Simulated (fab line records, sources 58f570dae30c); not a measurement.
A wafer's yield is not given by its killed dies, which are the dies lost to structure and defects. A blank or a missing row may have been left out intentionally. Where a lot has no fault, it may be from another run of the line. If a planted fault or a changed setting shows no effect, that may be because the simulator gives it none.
Which of the tools did it?    flow berkeley-cmos170    42 wafers from 14 lots sampled at 3 of the route's 331 steps

## WHAT EACH GAUGE READ, for each wafer
UCB170_NSD_CD_MEAS_06: the cd target is 1200 nm. Usual: 1199.8 nm for cd-nm, sd 1.3.
lot   measured      on         cd-nm (nm)            flag
L864  day 6 17:46   cd-sem-01  1199.1 1199.1 1199.1  
L865  day 7 04:04   cd-sem-01  1198.2 1198.5 1198.6  
L866  day 7 04:17   cd-sem-01  1199.9 1200.1 1200.3  
L868  day 7 17:29   cd-sem-01  1198.5 1199.7 1199.4  
L870  day 8 08:10   cd-sem-01  1200.0 1198.0 1198.2  
L871  day 8 08:37   cd-sem-01  1200.2 1199.5 1199.4  
L874  day 9 05:25   cd-sem-01  1201.2 1201.9 1201.8  
L877  day 10 06:46  cd-sem-01  1199.6 1198.8 1199.7  
L883  day 10 07:04  cd-sem-01  1200.7 1201.3 1200.9  
L880  day 10 07:19  cd-sem-01  1198.1 1197.5 1197.2  
L878  day 10 07:36  cd-sem-01  1199.1 1199.7 1200.0  
L881  day 10 07:53  cd-sem-01  1200.5 1199.9 1199.9  
L885  day 10 22:45  cd-sem-02  1198.7 1199.3 1198.9  
L886  day 11 04:28  cd-sem-02  1199.5 1200.8 1199.9  

UCB170_NSD_OVL_MEAS_07. Usual: for NSD_OVL the level is 0 nm and the standard deviation is 4.9.
lot   measured      on          NSD_OVL (nm)  flag
L864  day 6 17:53   overlay-02  8 -2 3        
L865  day 7 04:11   overlay-02  6 1 -7        
L866  day 7 04:23   overlay-02  -10 -6 -3     
L868  day 7 17:34   overlay-01  2 -2 9        
L870  day 8 08:16   overlay-02  -9 -2 -6      
L871  day 8 08:44   overlay-02  -2 -3 -3      
L874  day 9 05:32   overlay-01  0 0 0         
L877  day 10 06:53  overlay-01  -5 1 -2       
L883  day 10 07:10  overlay-02  5 3 0         
L880  day 10 07:26  overlay-02  7 -1 1        
L878  day 10 07:42  overlay-02  -1 -7 0       
L881  day 10 07:59  overlay-01  -4 -3 2       
L885  day 10 22:50  overlay-01  -2 3 5        
L886  day 11 04:35  overlay-02  -3 1 -3       

UCB170_V1_BOW_MEAS_03. Usual: for V1_BOW the level is 19 um and the standard deviation is 6.3.
lot   measured      on             V1_BOW (um)  flag
L864  day 7 05:56   film-metro-02  28 14 19     
L865  day 7 22:27   film-metro-02  14 20 33     
L866  day 7 22:10   film-metro-01  12 19 17     
L868  day 8 08:38   film-metro-04  23 23 21     
L870  day 8 20:45   film-metro-04  6 19 6       
L871  day 8 21:02   film-metro-01  26 15 13     
L874  day 9 22:05   film-metro-02  23 18 11     
L877  day 10 23:11  film-metro-04  21 18 24     
L883  day 11 03:15  film-metro-04  27 11 14     
L880  day 11 03:32  film-metro-02  27 21 21     
L878  day 11 03:15  film-metro-01  17 18 20     
L881  day 11 03:33  film-metro-04  15 27 19     
L885  day 11 14:35  film-metro-04  7 11 10      
L886  day 11 19:49  film-metro-04  15 20 32     

## WHICH TOOL RAN EACH LOT (tool, then ch and the chambers of the sampled wafers, then the start)
Record: no process step prior to these readings.

## AS READ BY THE TOOLS THEMSELVES (means over the sampled wafers that have a number; for cases with no such wafer, the mark the record gives instead)
The record holds no such reading with a usual standard deviation.

## THE ANSWER, worked out from the rows above alone
Rule: a lot counts as off when the mean over its wafers that have a number is more than 3 standard deviations away from the usual mean. Also off: a lot with no number at a reading for which 4 or more lots have one. Where the step has rows for the other lots, those lots are counted as sound. After the gauges, taken in route order, come the tools' own readings; for these a lot's mean is taken, as printed above. The first step at which some lot is off is used, and at that step the reading that is off furthest; a lot without a number counts as furthest.
None of the lots is off at any reading shown; this tells nothing.

## WHAT THE SIMULATOR HAD PUT IN
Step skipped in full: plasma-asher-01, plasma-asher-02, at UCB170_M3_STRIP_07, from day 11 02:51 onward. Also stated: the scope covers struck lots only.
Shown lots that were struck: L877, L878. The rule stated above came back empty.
